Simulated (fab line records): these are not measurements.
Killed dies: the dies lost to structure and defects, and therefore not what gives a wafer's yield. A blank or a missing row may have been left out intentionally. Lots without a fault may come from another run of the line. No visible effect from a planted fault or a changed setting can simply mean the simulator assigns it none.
A lot that was struck, set against a sound lot	flow berkeley_cmos170	20 steps out of a route of 331
Sound: these wafers, L455.1, L455.2, L455.6. Struck: wafers L463.2, L463.3, L463.4. At the end, the cause is stated.
Order at every step that has rows: each side's tool, ch and its chambers, its first start. Under that, the readings that differ: sound wafers	struck wafers	difference of the means	sigmas: that difference in standard deviations of wafers without a fault.
alike: readings with means less than 2 such deviations apart, plus words and numbers identical on both sides. not compared: withheld readings, readings lacking a value on some wafer, bounds such as >300 that could conceal the same value, and numbers that have no deviation in the record and whose values overlap.
A row with sigmas, a row that says differs or no value, or rows on one side alone: a step with any of these is where the two part. Numbers that have no deviation but don't overlap get no sigmas and don't part them. A reading missing from all wafers of one side parts the sides only when that side holds two or more wafers.

UCB170_CONTACT_ETCH_17: etches BARC in N2/H2.
  sound on rie_diel-02 ch 0,1,3, day 9 22:52; struck on rie_diel-02 ch 0,1,3, day 11 16:44
  alike: chamber_pressure_mTorr, drypump_motor_current_A, oes_product_au, throttle_valve_pct
UCB170_CONTACT_ETCH_18: etches PSG in CHF3/CF4/Ar, stops on TiSi2, target depth 840 nm, time 195 s.
  sound: rie_diel-02 ch 0,1,3; struck: rie_diel-02 ch 0,1,3
  alike: chamber_pressure_mTorr, drypump_motor_current_A, oes_product_au, throttle_valve_pct
  not compared: rf_hours_counter_h
UCB170_CONTACT_STRIP_19: strips in O2.
  sound on plasma_asher-02 ch 0,1, day 9 23:02; struck on plasma_asher-02 ch 0,1, day 11 16:54
  alike: chamber_pressure_mTorr, drypump_motor_current_A, oes_product_au
  not compared: rf_hours_counter_h
UCB170_CONTACT_CD_MEAS_90: target cd 700 nm.
  sound on cd_sem-02, day 9 23:19; struck on cd_sem-01, day 11 17:01
  alike: cd_nm
then, 1 step without rows for these wafers: UCB170_CONTACT_CLEAN_20 (cleans in SPM, time 600 s).
UCB170_M1_SPUTTER_00: material Al, target thk 600 nm, time 80 s.
  sound on pvd_sputter-01, day 9 23:39; struck on pvd_sputter-03, day 11 17:17
  alike: throttle_valve_pct
UCB170_M1_RS_MEAS_01: the measuring method here is four-point-probe.
  sound on film_metro-02, day 9 23:43; struck on film_metro-03, day 11 17:22
  alike: M1_AL_RS
UCB170_M1_THK_MEAS_02: measures by xrf.
  sound on film_metro-02, day 9 23:50; struck on film_metro-03, day 11 17:29
  alike: M1_AL_THK
then, 4 steps without rows for these wafers: UCB170_M1_COAT_03; UCB170_M1_COAT_04 (resist thk 900 nm); UCB170_M1_SOFTBAKE_05 (time 60 s); UCB170_M1_EXPOSE_06 (exposes mask METAL1, target cd 700 nm).
UCB170_M1_PEB_07:
  sound on litho_track-02 ch 0, day 10 00:49; struck on litho_track-03 ch 0, day 11 18:29
  alike: chill_plate_temp_C
then, 1 step without rows for these wafers: UCB170_M1_DEVELOP_08 (develop time 45 s).
UCB170_M1_CD_MEAS_09: target cd 700 nm.
  sound on cd_sem-02, day 10 01:07; struck on cd_sem-02, day 11 18:45
reading	sound	struck	difference	sigmas
cd_nm (nm)	696.9 700.1 698.2	692.7 692.0 692.2	-6.1	-5
UCB170_M1_OVL_MEAS_10:
  sound on overlay-02, day 10 01:14; struck on overlay-02, day 11 18:52
  alike: M1_OVL
UCB170_M1_ETCH_11: etches BARC in N2/H2.
  sound on rie_diel-01 ch 0,2,3, day 10 01:16; struck on rie_diel-04 ch 0,2,3, day 11 18:53
reading	sound	struck	difference	sigmas
model.M1.cd_nm (nm)	697.3 700 698.9	692.2 691 691.7	-7.1	
  alike: chamber_pressure_mTorr, drypump_motor_current_A, oes_product_au, throttle_valve_pct
UCB170_M1_METAL_ETCH_12: etches Al in Cl2/BCl3, stops on PSG, target depth 780 nm, time 130 s.
  sound on rie_metal-01 ch 0,1, day 10 01:19; struck on rie_metal-03 ch 0,1, day 11 18:56
reading	sound	struck	difference	sigmas
model.M1.cd_nm (nm)	695.7 699 696.6	687.6 688 690.4	-8.4	
  alike: bcl3_flow_sccm, chamber_pressure_mTorr, drypump_motor_current_A, oes_product_au, throttle_valve_pct
  not compared: rf_hours_counter_h
UCB170_M1_STRIP_13: strips in O2.
  sound on plasma_asher-03 ch 0,1, day 10 01:29; struck on plasma_asher-02 ch 0,1, day 11 19:04
  alike: chamber_pressure_mTorr, drypump_motor_current_A, oes_product_au
  not compared: rf_hours_counter_h
next, for these wafers, 1 step has no rows: UCB170_M3_PROBE_99.

WHERE THEY PART
Only at UCB170_M1_CD_MEAS_09, as far as this record shows. Later steps at which nothing parts them and some readings are alike: UCB170_M1_OVL_MEAS_10, UCB170_M1_ETCH_11, UCB170_M1_METAL_ETCH_12, UCB170_M1_STRIP_13.

WHY: the cause the simulator had injected
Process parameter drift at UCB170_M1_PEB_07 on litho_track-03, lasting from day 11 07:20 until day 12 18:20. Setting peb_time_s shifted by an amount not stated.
